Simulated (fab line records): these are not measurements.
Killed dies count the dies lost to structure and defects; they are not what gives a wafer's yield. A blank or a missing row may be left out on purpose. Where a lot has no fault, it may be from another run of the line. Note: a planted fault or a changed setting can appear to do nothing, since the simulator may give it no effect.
A lot that was struck, set against a sound lot / flow berkeleyCmos170 / 15 steps out of a route of 331
Sound: the wafers L608.2, L608.3, L608.5. Struck: wafer L615.4 (left out: L615.1, L615.3 of the same lot, which were not struck); the cause appears at the end.
At each step with rows: each side's tool, then ch and its chambers, then its first start. Under that, the readings that differ: sound wafers / struck wafers / difference of the means / sigmas: that difference in standard deviations of wafers without a fault.
alike: words and numbers the same on both sides, and readings whose means are apart by under 2 such deviations; not compared: readings that were withheld, readings missing a value for some wafer, numbers with overlapping values and no deviation given by the record, and bounds like >300 which may hide the same value.
Wherever a step has rows on one side only, a row that says differs or no value, or a row with sigmas, the two part there. Numbers that don't overlap but have no deviation are shown without sigmas and don't part them. A reading missing from all wafers of one side parts the sides only when that side holds two or more wafers.

UCB170_V1_CMP_02: polishes SiO2.
  sound on cmp-01 ch 0,1, day 10 20:37; struck on cmp-02 ch 3, day 12 15:12
  alike: motorCurrentA
UCB170_V1_BOW_MEAS_03:
  sound: filmMetro-02 at day 10 20:56; struck: filmMetro-03 at day 12 15:27
  alike: V1_BOW
UCB170_V1_THK_MEAS_04:
  sound: filmMetro-02 at day 10 21:03; struck: filmMetro-03 at day 12 15:34
  alike: V1_POLISHED_THK
then, 7 steps without rows for these wafers: UCB170_V1_CLEAN_05 (cleans in DIW); UCB170_V1_HMDS_06 (prime time 60 s); UCB170_V1_COAT_07 (resist thk 900 nm); UCB170_V1_SOFTBAKE_08 (time 60 s); UCB170_V1_EXPOSE_09 (exposes mask VIA1, target cd 700 nm); UCB170_V1_PEB_10; UCB170_V1_DEVELOP_11 (develop time 45 s).
UCB170_V1_CD_MEAS_12: the cd target is 700 nm.
  sound: cdSem-02 at day 10 22:16; struck: cdSem-01 at day 12 17:40
  alike: cdNm
UCB170_V1_OVL_MEAS_13:
  sound: overlay-01 at day 10 22:22; struck: overlay-02 at day 12 17:47
  alike: V1_OVL
UCB170_V1_ETCH_14: etches SiO2 in CHF3/CF4/Ar, stops on Al, target depth 1250 nm, time 291 s.
  sound on rieDiel-02 ch 2,3, day 10 22:23; struck on rieDiel-03 ch 0, day 12 17:50
reading=overEtchFrac; sound=0.25 0.25 0.25; struck=0.28546; difference=+0.03546; sigmas=
reading=model.KrF_of_V1_COAT_07.thkNm (nm); sound=604.7 613.9 610.3; struck=596.6; difference=-13.0; sigmas=
  alike: drypumpMotorCurrentA, oesProductAu, throttleValvePct
  not compared: rfHoursCounterH
UCB170_V1_STRIP_15: strips in O2.
  sound on plasmaAsher-03 ch 0,1, day 10 22:40; struck on plasmaAsher-03 ch 1, day 12 18:00
reading=stripTimeToEndpointS (s); sound=15.17 15.40 15.32; struck=15.01; difference=-0.29; sigmas=-3
  alike: drypumpMotorCurrentA, oesProductAu
  not compared: rfHoursCounterH
UCB170_M3_PROBE_99:
  the record has rows for the struck wafers here (prober-02, day 13 22:59) and none for the sound ones

== WHERE THEY PART ==
Last at UCB170_M3_PROBE_99 as far as this record goes, first at UCB170_V1_STRIP_15.

WHY: what the simulator had put in
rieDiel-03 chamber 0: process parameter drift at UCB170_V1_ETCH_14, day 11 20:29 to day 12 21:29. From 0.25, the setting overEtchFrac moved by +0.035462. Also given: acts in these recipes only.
